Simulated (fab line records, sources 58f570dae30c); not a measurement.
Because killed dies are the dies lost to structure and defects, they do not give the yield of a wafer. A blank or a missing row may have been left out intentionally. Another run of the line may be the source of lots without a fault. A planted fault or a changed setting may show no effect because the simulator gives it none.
Matching of chambers    flow berkeley cmos170    UCB170_V1_CVD_00 on pecvd-01: 3 sister chambers
The step deposits SiO2 from TEOS/O2, target thk 2000 nm, time 250 s. 3 wafers are shown with their chamber, then 8 later ones without.

EACH WAFER AND ITS CHAMBER
wafer   chamber  heater power w (W)
L093.1  2        225
L093.2  1        273
L093.4  0        219

WAFERS WITH NO CHAMBER GIVEN
wafer   heater power w (W)
L093.5  279
L093.6  211
L096.1  267
L096.2  255
L096.3  297
L096.4  188
L096.5  206
L096.6  216

WHICH CHAMBER EACH WENT THROUGH
wafer    from the rows above            in truth
L093.5   1                              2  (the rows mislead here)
L093.6   can't be placed: 0 or 2        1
L096.1   1                              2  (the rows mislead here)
L096.2   can't be placed: 1 or 2 or 0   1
L096.3   1                              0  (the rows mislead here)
L096.4   can't be placed: 0 or 2        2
L096.5   can't be placed: 0 or 2        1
L096.6   can't be placed: 0 or 2        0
Correct placement for 0 of the 8. Unplaceable from these rows: 5, with the true chamber sitting among the candidates in 3. 3 placed wrongly.
How it was worked out, from the rows above alone: a wafer's distance from a chamber is the root of the sum, over the readings, of the square of ((its reading less the chamber's mean) divided by the reading's scatter). If the next closest chamber is less than 2 further off than the closest, the wafer can't be placed; otherwise it belongs to the closest. For every chamber, the mean is computed from those of its wafers that are shown. The scatter: root of mean squared gap, hidden wafer to nearest shown wafer, with one shown wafer a chamber.
